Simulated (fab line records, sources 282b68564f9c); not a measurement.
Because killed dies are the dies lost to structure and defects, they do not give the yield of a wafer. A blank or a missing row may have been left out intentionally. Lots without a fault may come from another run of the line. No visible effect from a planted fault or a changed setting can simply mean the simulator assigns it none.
Split-lot study + flow rit_cmos + route with 202 steps; 5 lots, 23 wafers read

ON THE SPLIT
At RIT_M1_DEVELOP_08 (develop time 68 s), the setting develop_time_s was moved away from the recipe's 68 s on 7 of the 23 wafers read, by -14.1% to +13.7%. The other wafers ran this setting at the recipe's value.

FROM THE SPLIT TO THE READING: what the file shows between them, 5 steps
- RIT_M1_CD_MEAS_09: target cd 2600 nm
- RIT_M1_HARDBAKE_11: time 120 s
- RIT_M1_METAL_ETCH_12: etches Al in Cl2/BCl3, stops on SiO2, time 165 s, target depth 600 nm
- RIT_M1_STRIP_13: strips in nmp, time 600 s
- RIT_M1_STRIP_14: strips in O2, time 180 s

THE READING
Shown in nm: cd_nm at RIT_M1_CD_MEAS_90, with target cd 2600 nm. A value of 2599 nm with a standard deviation of 3.3 nm is what fault-free wafers of this fab line usually give.

| wafer  | tool, chamber at the split | develop_time_s as run, s | against the recipe | cd_nm, nm | against lot-mates on the recipe |
|--------|----------------------------|--------------------------|--------------------|-----------|---------------------------------|
| L074.1 | litho_track-04, 0          | 77.29                    | +13.7%             | 2588      | -6                              |
| L074.2 | litho_track-04, 0          | 68                       | recipe             | 2594      | -                               |
| L074.4 | litho_track-04, 0          | 68                       | recipe             | 2593      | -                               |
| L074.5 | litho_track-04, 0          | 68                       | recipe             | 2595      | -                               |
| L074.6 | litho_track-04, 0          | 77.29                    | +13.7%             | 2583      | -11                             |
| L075.1 | litho_track-01, 0          | 68                       | recipe             | 2602      | -                               |
| L075.2 | litho_track-01, 0          | 68                       | recipe             | 2602      | -                               |
| L075.3 | litho_track-01, 0          | 68                       | recipe             | 2603      | -                               |
| L075.5 | litho_track-01, 0          | 68                       | recipe             | 2603      | -                               |
| L075.6 | litho_track-01, 0          | 68                       | recipe             | 2604      | -                               |
| L076.2 | litho_track-02, 0          | 68                       | recipe             | 2596      | -                               |
| L076.3 | litho_track-02, 0          | 58.43                    | -14.1%             | 2612      | +15                             |
| L076.4 | litho_track-02, 0          | 68                       | recipe             | 2598      | -                               |
| L076.5 | litho_track-02, 0          | 68                       | recipe             | 2597      | -                               |
| L076.6 | litho_track-02, 0          | 58.43                    | -14.1%             | 2611      | +14                             |
| L081.1 | litho_track-02, 0          | 63.14                    | -7.1%              | 2603      | +8                              |
| L081.2 | litho_track-02, 0          | 63.14                    | -7.1%              | 2600      | +4                              |
| L081.3 | litho_track-02, 0          | 68                       | recipe             | 2595      | -                               |
| L081.4 | litho_track-02, 0          | 68                       | recipe             | 2596      | -                               |
| L081.5 | litho_track-02, 0          | 63.14                    | -7.1%              | 2602      | +6                              |
| L083.1 | litho_track-02, 0          | 68                       | recipe             | 2603      | -                               |
| L083.3 | litho_track-02, 0          | 68                       | recipe             | 2596      | -                               |
| L083.5 | litho_track-02, 0          | 68                       | recipe             | 2596      | -                               |

FIT RESULTS
A straight line over all 23 wafers: cd_nm changes by -0.869 nm for each +1% of develop_time_s; r = -0.85; the points scatter about the line by 3.5 nm.
The same after taking each lot's own level away (the mean of its wafers on the recipe; 23 wafers): -0.825 nm for each +1%; r = -0.94; scatter 2 nm.
That fit puts the effect of the largest move of develop_time_s on the reading at 12 nm.
Across the lots, their own levels run from 2594.0 to 2602.8 nm, a range of 2.7 times the standard deviation given above.
The two slopes are in agreement: the lot-to-lot level therefore moves the slope only a little.
Check: for one of the wafers moved furthest among these (-14.1%), held out of the fit, the line's prediction against its lot-mates is +11.3 nm. Against them it came out at +15 nm.

OTHER SPLITS ON THESE WAFERS
Before the reading, these wafers also passed through other splits. Each is held against what the fit with the lots' levels taken away leaves over:
| other split on the same wafers | wafers away from the commonest value | r with cd_nm (lot level and that fit taken away) |
|--------------------------------|--------------------------------------|--------------------------------------------------|
| RIT_SDANNEAL_CLEAN_02 time_s   | 18                                   | +0.01                                            |

THE WHOLE CHAIN: every reading that the file lists as answering this split, in the file's order
| step                 | what it does                                                          | reading                                                   | change (the file's fit)               | r (the file's) |
|----------------------|-----------------------------------------------------------------------|-----------------------------------------------------------|---------------------------------------|----------------|
| RIT_M1_CD_MEAS_09    | target cd 2600 nm                                                     | cd_nm                                                     | -0.855 nm for each +1% of the setting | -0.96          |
| RIT_M1_METAL_ETCH_12 | etches Al in Cl2/BCl3, stops on SiO2, time 165 s, target depth 600 nm | M1.cd_nm (the simulator's own value, which no gauge read) | -0.848 nm for each +1% of the setting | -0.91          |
| RIT_M1_CD_MEAS_90    | target cd 2600 nm                                                     | cd_nm                                                     | -0.845 nm for each +1% of the setting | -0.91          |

THE FILE'S OWN FIT
cd_nm changes by -0.845 nm for each +1% of develop_time_s, r = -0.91.
